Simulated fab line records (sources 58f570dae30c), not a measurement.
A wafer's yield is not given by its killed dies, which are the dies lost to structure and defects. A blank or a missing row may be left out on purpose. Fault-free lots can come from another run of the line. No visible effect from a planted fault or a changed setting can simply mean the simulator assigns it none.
Which tool is to blame? ; flow berkeleyCmos170 ; Sampling: 14 lots, 42 wafers, 5 of 331 route steps

WHAT THE GAUGES READ, wafer by wafer
UCB170_PWELL_THK_MEAS_03.
lot;measured;on;PWELL_OXIDE_THK (nm)
L190;day 3 02:20;filmMetro-03;26.0 26.4 25.9
L192;day 3 12:41;filmMetro-04;26.8 26.6 26.4
L191;day 3 12:41;filmMetro-01;26.0 25.4 26.2
L193;day 4 00:29;filmMetro-04;26.4 26.3 26.3
L194;day 4 03:21;filmMetro-04;26.1 26.3 26.3
L196;day 4 06:02;filmMetro-03;25.6 25.5 25.3
L195;day 4 06:02;filmMetro-01;26.5 26.6 26.0
L197;day 4 14:35;filmMetro-01;27.4 27.0 27.2
L198;day 4 14:36;filmMetro-03;27.7 27.2 27.4
L199;day 5 00:32;filmMetro-01;27.1 27.0 26.7
L201;day 5 08:34;filmMetro-01;26.4 26.9 26.9
L209;day 7 04:28;filmMetro-01;26.5 26.8 26.6
L211;day 7 12:16;filmMetro-04;27.1 26.3 26.8
L210;day 7 12:20;filmMetro-01;27.4 26.9 27.4

UCB170_SDANNEAL_RS_MEAS_04: measures by four-point-probe.
lot;measured;on;PLDD_RS (ohm/sq)
L190;day 7 11:55;filmMetro-02;1030 1029 1034
L192;day 7 17:19;filmMetro-02;1033 1037 1034
L191;day 7 18:14;filmMetro-04;1028 1030 1029
L193;day 7 17:59;filmMetro-02;1036 1037 1040
L194;day 8 03:13;filmMetro-04;1033 1033 1033
L196;day 8 04:07;filmMetro-03;1033 1036 1034
L195;day 8 03:23;filmMetro-02;1036 1036 1036
L197;day 8 19:46;filmMetro-02;1034 1034 1032
L198;day 8 20:14;filmMetro-04;1029 1025 1025
L199;day 9 16:07;filmMetro-04;1034 1030 1031
L201;day 9 16:04;filmMetro-02;1032 1033 1037
L209;day 11 14:38;filmMetro-02;1029 1030 1030
L211;day 11 21:19;filmMetro-03;902 903 903
L210;day 11 21:25;filmMetro-04;901 901 903

UCB170_SDANNEAL_RS_MEAS_05: measures by four-point-probe.
lot;measured;on;NLDD_RS (ohm/sq)
L190;day 7 12:02;filmMetro-02;616.7 617.3 618.6
L192;day 7 17:26;filmMetro-02;619.5 617.1 620.0
L191;day 7 18:21;filmMetro-04;616.4 613.2 615.1
L193;day 7 18:07;filmMetro-02;619.0 619.5 617.4
L194;day 8 03:20;filmMetro-04;616.6 614.2 616.2
L196;day 8 04:14;filmMetro-03;616.2 618.0 618.3
L195;day 8 03:30;filmMetro-02;617.7 617.3 618.5
L197;day 8 19:53;filmMetro-02;614.7 616.6 615.2
L198;day 8 20:21;filmMetro-04;616.4 615.7 616.3
L199;day 9 16:14;filmMetro-04;613.9 613.4 612.4
L201;day 9 16:11;filmMetro-02;615.9 616.9 616.6
L209;day 11 14:45;filmMetro-02;616.8 617.6 613.6
L211;day 11 21:26;filmMetro-03;599.9 598.3 598.3
L210;day 11 21:32;filmMetro-04;599.6 598.9 599.7

UCB170_M1_THK_MEAS_02: measures by xrf.
lot;measured;on;M1_AL_THK (nm)
L190;day 7 17:34;filmMetro-03;597 606 600
L192;day 8 00:09;filmMetro-04;601 595 603
L191;day 8 02:58;filmMetro-02;582 586 588
L193;day 8 02:37;filmMetro-03;603 604 610
L194;day 8 08:29;filmMetro-04;590 585 589
L196;day 8 10:17;filmMetro-03;590 586 590
L195;day 8 08:45;filmMetro-03;598 594 591
L197;day 9 01:22;filmMetro-04;610 601 602
L198;day 9 03:47;filmMetro-02;591 596 592
L199;day 9 21:43;filmMetro-02;601 595 600
L201;day 9 21:29;filmMetro-04;590 590 590
L209;day 11 21:52;filmMetro-04;592 604 606
L211;day 12 06:29;filmMetro-04;594 592 587
L210;day 12 07:05;filmMetro-02;598 612 597

WHAT TOOL EACH LOT RAN ON (gives the tool, then ch and the chambers of the sampled wafers, and finally the start)
lot;UCB170_SPACER_ANNEAL_02
L190;furnace-01 ch 0, day 7 01:37
L192;furnace-01 ch 0, day 7 11:14
L191;furnace-01 ch 0, day 7 11:14
L193;furnace-01 ch 0, day 7 11:14
L194;furnace-01 ch 0, day 7 19:50
L196;furnace-01 ch 0, day 7 19:50
L195;furnace-01 ch 0, day 7 19:50
L197;furnace-01 ch 0, day 8 13:59
L198;furnace-01 ch 0, day 8 13:59
L199;furnace-01 ch 0, day 9 09:01
L201;furnace-01 ch 0, day 9 09:01
L209;furnace-02 ch 0, day 11 07:53
L211;furnace-01 ch 0, day 11 13:53
L210;furnace-01 ch 0, day 11 13:53
- UCB170_SPACER_ANNEAL_02: time 1800 s.

AS READ BY THE TOOLS THEMSELVES (means over the sampled wafers that have a number; for cases with no such wafer, the mark the record gives instead)
UCB170_SPACER_ANNEAL_02.
lot;tool;spikeTcCentreC (C);spikeTcLoadC (C);spikeTcSourceC (C);tubeCenterTempC (C);tube_center_temp_C_max;zonePowerCentrePct (%)
L190;furnace-01;902.4;926.6;921.0;900;902.2;44.6
L192;furnace-01;900.9;925.1;920.9;900;902.4;44.8
L191;furnace-01;901.3;926.4;922.4;900;902.7;45.3
L193;furnace-01;902.0;925.4;921.2;900;902.1;44.5
L194;furnace-01;902.6;925.5;922.0;900;902.4;45.0
L196;furnace-01;902.9;925.1;921.4;900;902.6;45.1
L195;furnace-01;901.2;925.6;921.1;900;902.2;44.7
L197;furnace-01;901.6;926.4;922.2;900;902.4;45.0
L198;furnace-01;902.5;926.1;921.2;900;902.3;44.6
L199;furnace-01;902.0;925.8;922.2;900;902.0;45.0
L201;furnace-01;901.2;926.0;921.5;900;902.2;44.7
L209;furnace-02;902.7;923.5;918.6;900;902.0;40.8
L211;furnace-01;951.1;975.5;973.0;950;952.2;47.8
L210;furnace-01;951.2;977.2;972.4;950;952.2;47.8

THE ANSWER, worked out from the rows above alone
Rule: the usual values come from the lots themselves. Put in order of their means at a reading, lots are off if they are a third of the lots or fewer, leave a main group of 4 or more, and stand apart from it by a gap of 3 or more times the standard deviation of the main group's means; of several such gaps the widest counts. Not used: any main group whose means are identical at the precision the tables above print for the reading. A lot without any number at a reading at which 4 lots or more have one is off too. Where the step has rows for the other lots, those lots are counted as sound. First the gauges in route order, then the tools' own readings, where a lot's mean is used as printed above. At the first step where some lot is off, the reading lying furthest off is the one used; lots without a number count as furthest.
Off: at UCB170_SDANNEAL_RS_MEAS_04 (PLDD_RS), L211, L210. The main group has a mean of 1033 ohm/sq with a standard deviation of 3.
A tool fits if, at a process step before that reading, it ran every lot that is off, and no sound lot after the first of them. Not tried: the gauges at UCB170_SDANNEAL_RS_MEAS_04; whatever is off there is also off at UCB170_SPACER_ANNEAL_02, on other tools, and gauge error can't account for it. One fits: furnace-01 at UCB170_SPACER_ANNEAL_02. Its last sound lot is L199 (day 9 09:01), its first lot that is off L210 (day 11 13:53): a fault that began between those two fits.
The tool's own readings at UCB170_SPACER_ANNEAL_02 bear it out: on the lots that are off they differ by more than 5 times the standard deviation of the sound lots' means. spikeTcCentreC reads 951.2 C there against 901.9 C on the sound lots; spikeTcLoadC reads 976.4 C there against 925.6 C on the sound lots; spikeTcSourceC reads 972.7 C there against 921.3 C on the sound lots; tubeCenterTempC reads 950 C there against 900 C on the sound lots; tube_center_temp_C_max reads 952.2 there against 902.3 on the sound lots.

WHAT THE SIMULATOR HAD INSERTED
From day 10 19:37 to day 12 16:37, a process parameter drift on furnace-01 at UCB170_SPACER_ANNEAL_02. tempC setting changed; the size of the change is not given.
Shown lots that were struck: L211, L210. This agrees with what the rule above found.
